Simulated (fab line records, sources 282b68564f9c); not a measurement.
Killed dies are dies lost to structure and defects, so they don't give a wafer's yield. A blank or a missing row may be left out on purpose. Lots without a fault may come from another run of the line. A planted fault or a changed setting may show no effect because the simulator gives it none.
Problem report in the 8D (eight disciplines) form, filled by code | flow rit_cmos | the parts of the form that need people (team, actions taken, sign-off) are left out

1. THE PROBLEM
REOX_OXIDE_THK at RIT_REOX_THK_MEAS_04 reads a mean of 17.3 nm on 9 wafers of 3 lots; wafers without a fault read 25.5 nm with a standard deviation of 0.58. That is -14 standard deviations from the usual mean.
First seen on wafer L815.1, day 4 22:28, on film_metro-04. The record holds 45 wafers of 15 lots with a number at this step. Rule for "out", or "out of limits": more than 4 standard deviations from the usual mean. The other wafers with a number count as sound.

2. WHAT IT IS AND WHAT IT IS NOT
question                    | is                           | is not
which readings at this step | REOX_OXIDE_THK               | -
which lots                  | L815, L816, L817             | L806, L807, L808, L809, L814, L819, L821, L822, L824, L825, L826, L828
which wafers of those lots  | all that have a number       | -
read on which gauges        | film_metro-02, film_metro-04 | film_metro-03
when                        | from day 4 22:28             | up to then (15 sound wafers); but 21 sound wafers of L819, L821, L822, L824, L825, L826, L828 came after

3. SUSPECTS, AND WHAT RULES EACH OUT
Counting: a tool at a process step up to the reading stays a suspect if it ran every lot that is out and no sound lot after the first of them.
- the gauge at RIT_REOX_THK_MEAS_04: ruled out. The wafers that are out were read on 2 gauges (film_metro-02, film_metro-04).
- furnace-02 at RIT_REOX_OXIDATION_03 (target thk 25.2 nm, ox time 5580 s): kept. It ran every lot that is out, first L815 (day 4 19:55), and no sound lot after that; its last sound lot up to then is L808 (day 3 08:35). Its own readings are out on those wafers: spike_tc_centre_C, spike_tc_load_C, spike_tc_source_C, tube_center_temp_C, tube_center_temp_C_max, zone_power_source_pct.
Left after counting: furnace-02 at RIT_REOX_OXIDATION_03.

4. THE CAUSE (what the simulator had put in)
Process parameter drift: furnace-02, from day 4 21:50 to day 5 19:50, at RIT_REOX_OXIDATION_03. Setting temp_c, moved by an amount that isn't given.
Counting left only this tool.

5. THE CHAIN OF EFFECTS, in route order
Each row: a reading whose mean over the struck wafers that have a number lies more than 3 standard deviations from the usual. Only readings for which the record gives a usual standard deviation are gone through. hours: the time from each lot's start at the first step in this table that gives one to its start at this step, as a median over the lots. sigmas: the change in usual standard deviations.
hours | step                  | reading                | usual    | on struck wafers | change | sigmas
0     | RIT_REOX_OXIDATION_03 | spike_tc_centre_C      | 902.6 C  | 862.1            | -40.5  | -37
0     | RIT_REOX_OXIDATION_03 | spike_tc_load_C        | 925 C    | 878              | -47    | -10
0     | RIT_REOX_OXIDATION_03 | spike_tc_source_C      | 922.1 C  | 877.0            | -45.1  | -16
0     | RIT_REOX_OXIDATION_03 | tube_center_temp_C     | 899.99 C | 859.28           | -40.71 | -99 or more
0     | RIT_REOX_OXIDATION_03 | tube_center_temp_C_max | 902.4    | 861.6            | -40.8  | -99 or more
0     | RIT_REOX_OXIDATION_03 | zone_power_load_pct    | 25.9 %   | 23.2             | -2.7   | -4.4
0     | RIT_REOX_OXIDATION_03 | zone_power_source_pct  | 24.7 %   | 22.1             | -2.6   | -5.6
3     | RIT_REOX_THK_MEAS_04  | REOX_OXIDE_THK         | 25.5 nm  | 17.3             | -8.2   | -14
The process steps in it:
- RIT_REOX_OXIDATION_03: target thk 25.2 nm, ox time 5580 s.

6. WHAT WOULD HAVE CAUGHT IT SOONER
In this record the first reading out of limits at a measuring or inspecting step was taken at day 4 22:28, 1 hour after the fault began at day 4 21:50.
The tool's own readings at RIT_REOX_OXIDATION_03 were out on every struck wafer that the step has a row for (spike_tc_centre_C, spike_tc_load_C, spike_tc_source_C, tube_center_temp_C, tube_center_temp_C_max, zone_power_source_pct): an alarm limit on them would have fired on the first of those.
Of the lots that are out (3), L816, L817 began RIT_REOX_OXIDATION_03 on furnace-02 after day 4 22:28. A hold on the tool at that time would have spared those 2.
